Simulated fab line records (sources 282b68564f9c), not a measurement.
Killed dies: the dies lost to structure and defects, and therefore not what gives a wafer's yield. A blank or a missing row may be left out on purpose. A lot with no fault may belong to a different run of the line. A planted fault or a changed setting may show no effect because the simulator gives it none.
A struck lot beside a sound one | flow rit_cmos | 21 steps out of a route of 202
Sound: wafers L374.4, L374.5, L374.6. Wafers struck: L378.1, L378.2, L378.6. Last of all comes the cause.
Each step with rows lists, per side, the tool, then ch with its chambers, then its first start. Under that, the readings that differ: sound wafers | struck wafers | difference of the means | sigmas: that difference in standard deviations of wafers without a fault.
alike: words and numbers the same on both sides, and readings whose means are apart by under 2 such deviations; not compared: readings that were withheld, readings missing a value for some wafer, numbers with overlapping values and no deviation given by the record, and bounds like >300 which may hide the same value.
A row with sigmas, a row that says differs or no value, or rows on one side alone: a step with any of these is where the two part. Numbers that have no deviation but don't overlap get no sigmas and don't part them. Lack of a reading on every wafer of one side parts them only where that side has two or more wafers.

first, 1 step without rows for these wafers: RIT_CONTACT_HARDBAKE_10 (time 60 s).
RIT_CONTACT_ETCH_11: etches SiO2 in CHF3/CF4/Ar, stops on TiSi2, target depth 480 nm, time 320 s.
  sound on rie_diel-04 ch 1,2,3, day 3 19:55; struck on rie_diel-03 ch 0,1, day 4 13:52
  alike: drypump_motor_current_A, oes_product_au, rf_fwd_power_W, throttle_valve_pct
  not compared: rf_hours_counter_h
RIT_CONTACT_STRIP_12: strips in O2, time 180 s.
  sound on plasma_asher-03 ch 0,1, day 3 20:10; struck on plasma_asher-02 ch 0,1, day 4 14:04
  alike: drypump_motor_current_A, o2_flow_sccm
  not compared: rf_hours_counter_h
RIT_CONTACT_CD_MEAS_90: target cd 1000 nm.
  struck on cd_sem-02, day 4 14:14; sound on cd_sem-01, day 3 20:20
  alike: cd_nm
then, 2 steps without rows for these wafers: RIT_CONTACT_CLEAN_13 (cleans in SC1, time 600 s); RIT_CONTACT_CLEAN_14 (cleans in SC2, time 600 s).
RIT_M1_SPUTTER_00: material Al, target thk 400 nm, time 491.7 s.
  struck on pvd_sputter-04, day 4 14:45; sound on pvd_sputter-04, day 3 20:45
  alike: throttle_valve_pct
RIT_M1_RS_MEAS_01: measurement is done with a four-point probe.
  struck on film_metro-02, day 4 15:02; sound on film_metro-03, day 3 21:07
  alike: M1_AL_RS
RIT_M1_THK_MEAS_02: measures by xrf.
  struck on film_metro-02, day 4 15:10; sound on film_metro-03, day 3 21:12
  alike: M1_AL_THK
then, 3 steps without rows for these wafers: RIT_M1_HMDS_03 (prime time 60 s); RIT_M1_COAT_04 (resist thk 1300 nm); RIT_M1_SOFTBAKE_05 (time 60 s).
RIT_M1_EXPOSE_06: exposes mask M12, target cd 2600 nm.
  sound on iline_stepper-02 ch 0, day 3 21:58; struck on iline_stepper-02 ch 0, day 4 15:40
  reading | sound             | struck                     | difference | sigmas
  mask    | M12#0 M12#0 M12#0 | M12_R1#0 M12_R1#0 M12_R1#0 | differs    |
then, 2 steps without rows for these wafers: RIT_M1_PEB_07; RIT_M1_DEVELOP_08 (develop time 68 s).
RIT_M1_CD_MEAS_09: target cd 2600 nm.
  struck on cd_sem-02, day 4 16:06; sound on cd_sem-02, day 3 22:37
  reading    | sound                | struck               | difference | sigmas
  cd_nm (nm) | 2600.3 2600.9 2599.0 | 2751.2 2751.6 2750.5 | +151.0     | +72
RIT_M1_OVL_MEAS_10:
  struck on overlay-02, day 4 16:13; sound on overlay-01, day 3 22:42
  reading     | sound       | struck         | difference | sigmas
  M1_OVL (nm) | 1.6 1.2 1.5 | -1.0 -2.7 -1.0 | -3.0       | -2
then, 1 step without rows for these wafers: RIT_M1_HARDBAKE_11 (time 120 s).
RIT_M1_METAL_ETCH_12: etches Al in Cl2/BCl3, stops on SiO2, time 165 s, target depth 600 nm.
  sound on rie_metal-02 ch 0,1, day 3 23:04; struck on rie_metal-04 ch 0,1, day 4 16:31
  reading             | sound          | struck         | difference | sigmas
  model.M1.cd_nm (nm) | 2602 2601 2603 | 2753 2752 2752 | +150       |
  alike: drypump_motor_current_A, oes_product_au, rf_fwd_power_W, throttle_valve_pct
  not compared: rf_hours_counter_h
then, 2 steps without rows for these wafers: RIT_M1_STRIP_13 (strips in nmp, time 600 s); RIT_M1_PROBE_99.

== WHERE THEY PART ==
Earliest at RIT_M1_EXPOSE_06; latest, in this record, at RIT_M1_OVL_MEAS_10. Later steps at which nothing parts them and some readings are alike: RIT_M1_METAL_ETCH_12.

WHY: what had been put in by the simulator
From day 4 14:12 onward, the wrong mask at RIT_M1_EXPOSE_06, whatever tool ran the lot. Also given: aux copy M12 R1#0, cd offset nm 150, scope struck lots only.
